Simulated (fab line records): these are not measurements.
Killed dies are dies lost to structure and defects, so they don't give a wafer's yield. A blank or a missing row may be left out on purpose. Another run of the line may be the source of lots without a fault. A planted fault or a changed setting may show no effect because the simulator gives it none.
Which tool was responsible? :: flow berkeleyCmos170 :: Sampling: 13 lots, 39 wafers, 5 of 331 route steps

## WHAT EACH GAUGE READ, for each wafer
UCB170_V1_OVL_MEAS_13. Usual: V1_OVL typically reads 0 nm, with standard deviation 5.4.
lot: L807
measured: day 9 02:14
on: overlay-01
V1_OVL (nm): 11 6 2
flag: 

lot: L808
measured: day 9 09:47
on: overlay-02
V1_OVL (nm): 3 -3 -5
flag: 

lot: L809
measured: day 9 11:01
on: overlay-01
V1_OVL (nm): -4 -6 -10
flag: 

lot: L810
measured: day 9 22:44
on: overlay-01
V1_OVL (nm): 8 11 13
flag: 

lot: L812
measured: day 10 11:33
on: overlay-01
V1_OVL (nm): 1 4 5
flag: 

lot: L814
measured: day 10 11:31
on: overlay-02
V1_OVL (nm): -10 -4 -7
flag: 

lot: L815
measured: day 10 13:08
on: overlay-01
V1_OVL (nm): -7 -9 -12
flag: 

lot: L813
measured: day 10 13:25
on: overlay-01
V1_OVL (nm): -6 -2 -1
flag: 

lot: L816
measured: day 10 20:43
on: overlay-01
V1_OVL (nm): 4 8 -1
flag: 

lot: L817
measured: day 11 00:09
on: overlay-01
V1_OVL (nm): -1 1 -1
flag: 

lot: L819
measured: day 11 08:52
on: overlay-01
V1_OVL (nm): -1 -7 -2
flag: 

lot: L825
measured: day 12 01:20
on: overlay-01
V1_OVL (nm): -5 4 2
flag: 

lot: L827
measured: day 13 02:30
on: overlay-02
V1_OVL (nm): 2 -9 0
flag: 

UCB170_M2_RS_MEAS_02: a four-point-probe measurement. Usual: M2_AL_RS typically reads 0.0323 ohm/sq, with standard deviation 0.00034.
lot: L807
measured: day 9 02:51
on: filmMetro-02
M2_AL_RS (ohm/sq): 0.0324 0.0322 0.0320
flag: 

lot: L808
measured: day 9 10:23
on: filmMetro-02
M2_AL_RS (ohm/sq): 0.0321 0.0327 0.0320
flag: 

lot: L809
measured: day 9 11:36
on: filmMetro-04
M2_AL_RS (ohm/sq): 0.0325 0.0323 0.0323
flag: 

lot: L810
measured: day 9 23:19
on: filmMetro-02
M2_AL_RS (ohm/sq): 0.0328 0.0328 0.0327
flag: 

lot: L812
measured: day 10 12:09
on: filmMetro-02
M2_AL_RS (ohm/sq): 0.0321 0.0322 0.0322
flag: 

lot: L814
measured: day 10 12:06
on: filmMetro-04
M2_AL_RS (ohm/sq): 0.0322 0.0323 0.0321
flag: 

lot: L815
measured: day 10 13:43
on: filmMetro-04
M2_AL_RS (ohm/sq): 0.0323 0.0328 0.0328
flag: 

lot: L813
measured: day 10 14:03
on: filmMetro-01
M2_AL_RS (ohm/sq): 0.0322 0.0316 0.0319
flag: 

lot: L816
measured: day 10 21:18
on: filmMetro-04
M2_AL_RS (ohm/sq): 0.0319 0.0427 0.0426 0.0319 0.0427 0.0426
flag: OFF

lot: L817
measured: day 11 00:45
on: filmMetro-01
M2_AL_RS (ohm/sq): 0.0327 0.0324 0.0326
flag: 

lot: L819
measured: day 11 09:28
on: filmMetro-01
M2_AL_RS (ohm/sq): 0.0317 0.0320 0.0319
flag: 

lot: L825
measured: day 12 01:57
on: filmMetro-02
M2_AL_RS (ohm/sq): 0.0325 0.0328 0.0329
flag: 

lot: L827
measured: day 13 03:15
on: filmMetro-02
M2_AL_RS (ohm/sq): 0.0325 0.0329 0.0328
flag: 

UCB170_M2_THK_MEAS_03: measures by xrf. Usual: M2_AL_THK typically reads 892 nm, with standard deviation 12.
lot: L807
measured: day 9 02:57
on: filmMetro-02
M2_AL_THK (nm): 882 879 889
flag: 

lot: L808
measured: day 9 10:30
on: filmMetro-02
M2_AL_THK (nm): 887 872 894
flag: 

lot: L809
measured: day 9 11:43
on: filmMetro-04
M2_AL_THK (nm): 902 894 900
flag: 

lot: L810
measured: day 9 23:26
on: filmMetro-02
M2_AL_THK (nm): 871 871 871
flag: 

lot: L812
measured: day 10 12:16
on: filmMetro-02
M2_AL_THK (nm): 895 898 896
flag: 

lot: L814
measured: day 10 12:13
on: filmMetro-04
M2_AL_THK (nm): 898 896 902
flag: 

lot: L815
measured: day 10 13:50
on: filmMetro-04
M2_AL_THK (nm): 889 883 889
flag: 

lot: L813
measured: day 10 14:08
on: filmMetro-01
M2_AL_THK (nm): 899 915 902
flag: 

lot: L816
measured: day 11 02:11
on: filmMetro-04
M2_AL_THK (nm): 905 683 684 910 682 678
flag: OFF

lot: L817
measured: day 11 00:52
on: filmMetro-01
M2_AL_THK (nm): 878 885 886
flag: 

lot: L819
measured: day 11 09:35
on: filmMetro-01
M2_AL_THK (nm): 906 898 897
flag: 

lot: L825
measured: day 12 02:03
on: filmMetro-02
M2_AL_THK (nm): 880 874 876
flag: 

lot: L827
measured: day 13 03:22
on: filmMetro-02
M2_AL_THK (nm): 886 867 872
flag: 

## WHICH TOOL RAN EACH LOT (tool, then ch and the chambers of the sampled wafers, then the start)
lot: L807
UCB170_M1_SPUTTER_00: pvdSputter-04, day 8 20:57
UCB170_M2_SPUTTER_01: pvdSputter-02, day 9 02:44

lot: L808
UCB170_M1_SPUTTER_00: pvdSputter-04, day 9 03:38
UCB170_M2_SPUTTER_01: pvdSputter-02, day 9 10:17

lot: L809
UCB170_M1_SPUTTER_00: pvdSputter-03, day 9 03:53
UCB170_M2_SPUTTER_01: pvdSputter-02, day 9 11:31

lot: L810
UCB170_M1_SPUTTER_00: pvdSputter-04, day 9 14:18
UCB170_M2_SPUTTER_01: pvdSputter-04, day 9 23:14

lot: L812
UCB170_M1_SPUTTER_00: pvdSputter-01, day 10 02:10
UCB170_M2_SPUTTER_01: pvdSputter-02, day 10 12:03

lot: L814
UCB170_M1_SPUTTER_00: pvdSputter-04, day 10 04:21
UCB170_M2_SPUTTER_01: pvdSputter-01, day 10 12:01

lot: L815
UCB170_M1_SPUTTER_00: pvdSputter-03, day 10 05:14
UCB170_M2_SPUTTER_01: pvdSputter-04, day 10 13:38

lot: L813
UCB170_M1_SPUTTER_00: pvdSputter-01, day 10 05:21
UCB170_M2_SPUTTER_01: pvdSputter-01, day 10 13:55

lot: L816
UCB170_M1_SPUTTER_00: pvdSputter-03, day 10 13:53
UCB170_M2_SPUTTER_01: pvdSputter-01, day 10 21:13

lot: L817
UCB170_M1_SPUTTER_00: pvdSputter-04, day 10 14:18
UCB170_M2_SPUTTER_01: pvdSputter-04, day 11 00:38

lot: L819
UCB170_M1_SPUTTER_00: pvdSputter-03, day 11 02:20
UCB170_M2_SPUTTER_01: pvdSputter-02, day 11 09:22

lot: L825
UCB170_M1_SPUTTER_00: pvdSputter-01, day 11 19:41
UCB170_M2_SPUTTER_01: pvdSputter-02, day 12 01:49

lot: L827
UCB170_M1_SPUTTER_00: pvdSputter-03, day 12 18:40
UCB170_M2_SPUTTER_01: pvdSputter-02, day 13 03:10
- UCB170_M1_SPUTTER_00: material Al, target thk 600 nm, time 80 s.
- UCB170_M2_SPUTTER_01: material Al, target thk 900 nm, time 120 s.

## WHAT THE TOOLS THEMSELVES READ (means of the sampled wafers that have a number; where no wafer has one, the mark that the record gives instead)
UCB170_M1_SPUTTER_00. Usual: throttleValvePct reads 30.1 % (standard deviation 0.67).
lot: L807
tool: pvdSputter-04
throttleValvePct (%): 30.0
flag: 

lot: L808
tool: pvdSputter-04
throttleValvePct (%): 29.9
flag: 

lot: L809
tool: pvdSputter-03
throttleValvePct (%): 30.1
flag: 

lot: L810
tool: pvdSputter-04
throttleValvePct (%): 29.3
flag: 

lot: L812
tool: pvdSputter-01
throttleValvePct (%): 30.2
flag: 

lot: L814
tool: pvdSputter-04
throttleValvePct (%): 29.5
flag: 

lot: L815
tool: pvdSputter-03
throttleValvePct (%): 31.4
flag: 

lot: L813
tool: pvdSputter-01
throttleValvePct (%): 30.2
flag: 

lot: L816
tool: pvdSputter-03
throttleValvePct (%): 30.5
flag: 

lot: L817
tool: pvdSputter-04
throttleValvePct (%): 29.6
flag: 

lot: L819
tool: pvdSputter-03
throttleValvePct (%): 30.3
flag: 

lot: L825
tool: pvdSputter-01
throttleValvePct (%): 30.3
flag: 

lot: L827
tool: pvdSputter-03
throttleValvePct (%): 30.6
flag: 

UCB170_M2_SPUTTER_01. Usual: throttleValvePct reads 29.6 % (standard deviation 0.8).
lot: L807
tool: pvdSputter-02
throttleValvePct (%): 28.7
flag: 

lot: L808
tool: pvdSputter-02
throttleValvePct (%): 29.7
flag: 

lot: L809
tool: pvdSputter-02
throttleValvePct (%): 29.2
flag: 

lot: L810
tool: pvdSputter-04
throttleValvePct (%): 30.0
flag: 

lot: L812
tool: pvdSputter-02
throttleValvePct (%): 29.3
flag: 

lot: L814
tool: pvdSputter-01
throttleValvePct (%): 30.0
flag: 

lot: L815
tool: pvdSputter-04
throttleValvePct (%): 30.0
flag: 

lot: L813
tool: pvdSputter-01
throttleValvePct (%): 30.0
flag: 

lot: L816
tool: pvdSputter-01
throttleValvePct (%): 29.7
flag: 

lot: L817
tool: pvdSputter-04
throttleValvePct (%): 29.3
flag: 

lot: L819
tool: pvdSputter-02
throttleValvePct (%): 29.3
flag: 

lot: L825
tool: pvdSputter-02
throttleValvePct (%): 29.5
flag: 

lot: L827
tool: pvdSputter-02
throttleValvePct (%): 29.4
flag: 

## THE ANSWER, worked out from the rows above alone
Rule: a lot is off if the mean of its wafers that have a number lies more than 3 standard deviations from the usual mean. A lot without any number at a reading at which 4 lots or more have one is off too. Any other lot the step has rows for is counted as sound. The gauges are gone through in route order, then the tools' own readings, and for those a lot's mean is taken as printed above. The first step at which some lot is off is used, and at that step the reading that is off furthest; a lot without a number counts as furthest.
Off: L816, seen at UCB170_M2_RS_MEAS_02 (M2_AL_RS).
If a tool, at a process step before that reading, ran all the lots that are off and no sound lot after the first of them, it fits. Those tools and the gauges at UCB170_M2_RS_MEAS_02 are tried in the same way. 2 tools fit, pvdSputter-01 at UCB170_M2_SPUTTER_01 and filmMetro-04 at UCB170_M2_RS_MEAS_02, so this cannot tell which one it is.

## WHAT THE SIMULATOR HAD INSERTED
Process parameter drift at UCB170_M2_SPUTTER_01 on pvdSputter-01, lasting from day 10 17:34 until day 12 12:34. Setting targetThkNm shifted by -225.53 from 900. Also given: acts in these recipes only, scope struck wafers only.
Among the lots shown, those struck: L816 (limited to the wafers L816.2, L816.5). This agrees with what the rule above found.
